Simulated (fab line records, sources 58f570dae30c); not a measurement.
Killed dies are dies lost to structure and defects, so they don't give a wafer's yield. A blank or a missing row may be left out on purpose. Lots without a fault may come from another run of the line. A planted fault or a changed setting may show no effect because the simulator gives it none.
Which tool did it? | flow berkeley_cmos170 | 13 lots, 35 wafers sampled, at 1 step of a route of 331

WHAT THE GAUGES READ, wafer by wafer
UCB170_ACTIVE_THK_MEAS_06. Usual: ACTIVE_NITRIDE_THK 221.4 nm, standard deviation 2.1.
lot  | measured    | on            | ACTIVE_NITRIDE_THK (nm) | flag
L967 | day 4 10:33 | film_metro-01 | 218.6 219.3 220.2       |
L968 | day 4 10:33 | film_metro-03 | 219.3 219.5 218.7       |
L969 | day 4 22:15 | film_metro-04 | 222.7 224.9 224.7       |
L971 | day 4 22:15 | film_metro-03 | 220.1 222.9 220.1       |
L970 | day 4 22:17 | film_metro-01 | 221.5 224.3 221.2       |
L972 | day 5 10:03 | film_metro-01 | 220.0 217.8 220.0       |
L973 | day 5 18:44 | film_metro-01 | 222.7 223.5 224.0       |
L974 | day 5 18:46 | film_metro-03 | 220.0 219.1 219.4       |
L975 | day 6 12:41 | film_metro-03 | 220.7 220.4 221.0       |
L977 | day 6 12:42 | film_metro-04 | 219.3 219.2 220.2       |
L981 | day 7 21:32 | film_metro-03 | 221.9                   |
L983 | day 7 21:33 | film_metro-01 | 222.1                   |
L990 | day 9 04:51 | film_metro-01 | 220.3 221.2 221.4       |

WHICH TOOL RAN EACH LOT (tool, then ch and the chambers of the sampled wafers, then the start)
The record holds no process step before these readings.

WHAT THE TOOLS THEMSELVES READ (means of the sampled wafers that have a number; where no wafer has one, the mark that the record gives instead)
The record holds no such reading with a usual standard deviation.

THE ANSWER, worked out from the rows above alone
Rule: a lot is off if the mean of its wafers that have a number lies more than 3 standard deviations from the usual mean. A lot without any number at a reading at which 4 lots or more have one is off too. The other lots that the step has rows for count as sound. The gauges are gone through in route order, then the tools' own readings, and for those a lot's mean is taken as printed above. The first step at which some lot is off is used, and at that step the reading that is off furthest; a lot without a number counts as furthest.
No lot is off at any reading shown: from this, nothing can be told.

WHAT THE SIMULATOR HAD PUT IN
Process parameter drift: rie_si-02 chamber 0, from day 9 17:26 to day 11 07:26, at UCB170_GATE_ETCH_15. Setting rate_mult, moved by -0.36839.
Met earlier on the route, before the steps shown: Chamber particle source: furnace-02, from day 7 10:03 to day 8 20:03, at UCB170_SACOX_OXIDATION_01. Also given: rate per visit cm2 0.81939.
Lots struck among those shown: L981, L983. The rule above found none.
